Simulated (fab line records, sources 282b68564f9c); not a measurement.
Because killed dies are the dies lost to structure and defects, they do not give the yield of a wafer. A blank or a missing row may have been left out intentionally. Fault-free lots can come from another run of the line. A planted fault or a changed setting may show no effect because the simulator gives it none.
Check for tools in common :: flow rit cmos :: 39 wafers sampled across 13 lots

== THE REASON FOR OPENING IT ==
Flagged at RIT_GATE_CD_MEAS_16: reading cd nm, on 1 of 13 lots. Fault-free wafers read 150.0 nm, with a standard deviation of 2.6.
Rule: a lot is flagged when every wafer of it that has a number lies more than 4 standard deviations from that mean, or none has a number. The rest of the lots are taken to be sound.

lot: L319
measured: day 2 16:02
on: cd sem-01
cd nm (nm), wafer by wafer: 148.2 147.0 146.1
flag: 

lot: L320
measured: day 2 21:02
on: cd sem-01
cd nm (nm), wafer by wafer: 148.8 150.1 149.5
flag: 

lot: L322
measured: day 3 07:43
on: cd sem-02
cd nm (nm), wafer by wafer: 147.1 146.6 144.9
flag: 

lot: L323
measured: day 3 09:39
on: cd sem-01
cd nm (nm), wafer by wafer: 148.9 149.8 150.1
flag: 

lot: L325
measured: day 3 21:14
on: cd sem-01
cd nm (nm), wafer by wafer: 149.3 149.0 150.0
flag: 

lot: L326
measured: day 4 05:15
on: cd sem-02
cd nm (nm), wafer by wafer: 150.8 148.9 150.0
flag: 

lot: L327
measured: day 4 10:26
on: cd sem-02
cd nm (nm), wafer by wafer: 148.7 149.3 147.1
flag: 

lot: L329
measured: day 4 18:49
on: cd sem-01
cd nm (nm), wafer by wafer: 149.8 149.0 149.9
flag: 

lot: L330
measured: day 5 04:10
on: cd sem-02
cd nm (nm), wafer by wafer: 151.2 148.3 149.2
flag: 

lot: L333
measured: day 5 17:28
on: cd sem-02
cd nm (nm), wafer by wafer: 164.5 165.9 164.7
flag: FLAGGED

lot: L339
measured: day 6 22:06
on: cd sem-02
cd nm (nm), wafer by wafer: 151.8 148.5 150.0
flag: 

lot: L340
measured: day 7 01:33
on: cd sem-02
cd nm (nm), wafer by wafer: 149.3 148.9 149.7
flag: 

lot: L342
measured: day 7 13:02
on: cd sem-02
cd nm (nm), wafer by wafer: 150.3 150.2 150.6
flag: 
Average over the flagged lots: 165.0 nm; offset from the usual +15.0 nm, equal to +6 standard deviations.

== LOT BY LOT: THE TOOL USED ==
The record keeps 1 process step preceding the reading, out of 202 steps on the route. In each cell: the tool, then ch and the chambers that the sampled wafers went through, then the start.
lot: L319
flag: 
RIT_GATE_EXPOSE_13: iline stepper-01 ch 0, day 2 15:38

lot: L320
flag: 
RIT_GATE_EXPOSE_13: iline stepper-02 ch 0, day 2 20:38

lot: L322
flag: 
RIT_GATE_EXPOSE_13: iline stepper-02 ch 0, day 3 07:19

lot: L323
flag: 
RIT_GATE_EXPOSE_13: iline stepper-01 ch 0, day 3 09:15

lot: L325
flag: 
RIT_GATE_EXPOSE_13: iline stepper-01 ch 0, day 3 20:50

lot: L326
flag: 
RIT_GATE_EXPOSE_13: iline stepper-02 ch 0, day 4 04:51

lot: L327
flag: 
RIT_GATE_EXPOSE_13: iline stepper-02 ch 0, day 4 10:02

lot: L329
flag: 
RIT_GATE_EXPOSE_13: iline stepper-02 ch 0, day 4 18:25

lot: L330
flag: 
RIT_GATE_EXPOSE_13: iline stepper-02 ch 0, day 5 03:46

lot: L333
flag: FLAGGED
RIT_GATE_EXPOSE_13: iline stepper-01 ch 0, day 5 17:04

lot: L339
flag: 
RIT_GATE_EXPOSE_13: iline stepper-01 ch 0, day 6 21:42

lot: L340
flag: 
RIT_GATE_EXPOSE_13: iline stepper-02 ch 0, day 7 01:09

lot: L342
flag: 
RIT_GATE_EXPOSE_13: iline stepper-02 ch 0, day 7 12:38
What these steps do:
- RIT_GATE_EXPOSE_13: exposes mask M6, target cd 150 nm.
- RIT_GATE_CD_MEAS_16: target cd 150 nm.

== FLAGGED AGAINST TOTAL, ONE TOOL AT A TIME (gauges that did the reading follow at the end) ==
step: RIT_GATE_EXPOSE_13
tool: iline stepper-01
lots run: 5
flagged: 1
share of the flagged lots: all
sound lots run after its first flagged lot: 1 (L339)

step: RIT_GATE_EXPOSE_13
tool: iline stepper-02
lots run: 8
flagged: 0
share of the flagged lots: none
sound lots run after its first flagged lot: -

step: RIT_GATE_CD_MEAS_16
tool: cd sem-01
lots run: 5
flagged: 0
share of the flagged lots: none
sound lots run after its first flagged lot: -

step: RIT_GATE_CD_MEAS_16
tool: cd sem-02
lots run: 8
flagged: 1
share of the flagged lots: all
sound lots run after its first flagged lot: 3 (L339,L340,L342)

== WHAT IS ALLOWED BY THE TABLE ==
Table rows that saw every flagged lot: 2, namely iline stepper-01 at RIT_GATE_EXPOSE_13 and cd sem-02 at RIT_GATE_CD_MEAS_16.
- iline stepper-01 at RIT_GATE_EXPOSE_13: 1 of its 5 lots flagged. Lots that were sound ran on it after the first flagged one (L339); a persistent fault on the entire tool would not allow that.
- cd sem-02 at RIT_GATE_CD_MEAS_16: 1 of its 8 lots flagged. Lots that were sound ran on it after the first flagged one (L339, L340, L342); a persistent fault on the entire tool would not allow that.
There is no row in the table that ran each flagged lot and no sound lot after the first.

== WHAT HAD BEEN PUT IN BY THE SIMULATOR ==
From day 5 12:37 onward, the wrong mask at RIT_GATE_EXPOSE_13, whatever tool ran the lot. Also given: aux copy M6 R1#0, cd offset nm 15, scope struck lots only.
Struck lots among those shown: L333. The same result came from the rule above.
